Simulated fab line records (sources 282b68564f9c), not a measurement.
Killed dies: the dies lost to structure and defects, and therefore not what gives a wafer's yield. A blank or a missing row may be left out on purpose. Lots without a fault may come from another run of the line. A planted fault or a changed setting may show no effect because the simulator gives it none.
A struck lot beside a sound one || flow ritCmos || 18 steps out of a route of 202
Sound: these wafers, L450.1, L450.2, L450.5. Wafers struck: L460.1, L460.2, L460.6. The cause is given at the end.
For every step that has rows: the tool of each side, followed by ch and its chambers, followed by its first start. Under that, the readings that differ: sound wafers || struck wafers || difference of the means || sigmas: that difference in standard deviations of wafers without a fault.
alike: readings with means less than 2 such deviations apart, plus words and numbers identical on both sides. not compared: withheld readings, readings lacking a value on some wafer, bounds such as >300 that could conceal the same value, and numbers that have no deviation in the record and whose values overlap.
Wherever a step has rows on one side only, a row that says differs or no value, or a row with sigmas, the two part there. Non-overlapping numbers with no deviation appear without sigmas and do not part them. Lack of a reading on every wafer of one side parts them only where that side has two or more wafers.

first, 1 step without rows for these wafers: RIT_GATE_CLEAN_04 (cleans in dHF, time 60 s).
RIT_FOX2_THK_MEAS_91:
  struck on filmMetro-04, day 4 18:47; sound on filmMetro-04, day 2 16:07
{"reading": "FIELD_OXIDE_LEFT_2_THK (nm)", "sound": "253 253 245", "struck": "265 265 261", "difference": "+13", "sigmas": "+2"}
then, 2 steps without rows for these wafers: RIT_GATE_OXIDATION_05 (target thk 3 nm, ox time 270 s); RIT_GATE_ANNEAL_06 (time 600 s).
RIT_GATE_THK_MEAS_07:
  struck on filmMetro-03, day 4 22:37; sound on filmMetro-01, day 2 19:44
  alike: GATE_OXIDE_THK
then, 1 step without rows for these wafers: RIT_GATE_CVD_08 (deposits poly-Si from SiH4, target thk 250 nm, time 2220 s).
RIT_GATE_THK_MEAS_09:
  struck on filmMetro-03, day 5 00:18; sound on filmMetro-01, day 2 21:25
{"reading": "GATE_POLY_THK (nm)", "sound": "251.2 254.0 251.8", "struck": "246.0 244.9 245.6", "difference": -6.8, "sigmas": -3}
then, 5 steps without rows for these wafers: RIT_GATE_HMDS_10 (prime time 60 s); RIT_GATE_COAT_11 (resist thk 850 nm); RIT_GATE_SOFTBAKE_12 (time 60 s); RIT_GATE_EXPOSE_13 (exposes mask M6, target cd 150 nm); RIT_GATE_PEB_14.
RIT_GATE_DEVELOP_15: develop time 50 s.
  sound on lithoTrack-04 ch 0, day 2 22:00; struck on lithoTrack-04 ch 0, day 5 01:00
RIT_GATE_OVL_MEAS_17:
  struck on overlay-02, day 5 01:29; sound on overlay-01, day 2 22:34
  alike: GATE_OVL
then, 1 step without rows for these wafers: RIT_GATE_HARDBAKE_18 (time 60 s).
RIT_GATE_ETCH_19: etches poly-Si in SF6/CHF3/O2, stops on SiO2, time 165 s, target depth 312.5 nm.
  sound on rieSi-01 ch 0,1,3, day 2 22:45; struck on rieSi-01 ch 0,1,2, day 5 01:40
  alike: chamberPressureMTorr, drypumpMotorCurrentA, oesProductAu, throttleValvePct
  not compared: rfHoursCounterH
RIT_GATE_STRIP_20: strips in O2, time 180 s.
  sound on plasmaAsher-03 ch 0,1, day 2 22:52; struck on plasmaAsher-01 ch 0,1, day 5 01:47
  alike: chamberPressureMTorr, drypumpMotorCurrentA
  not compared: rfHoursCounterH
RIT_M1_PROBE_99:
  record: rows for the struck wafers here (prober-01, day 5 22:09), none for the sound ones

== WHERE THEY PART ==
Last at RIT_M1_PROBE_99 as far as this record goes, first at RIT_FOX2_THK_MEAS_91.

WHY: what the simulator had put in
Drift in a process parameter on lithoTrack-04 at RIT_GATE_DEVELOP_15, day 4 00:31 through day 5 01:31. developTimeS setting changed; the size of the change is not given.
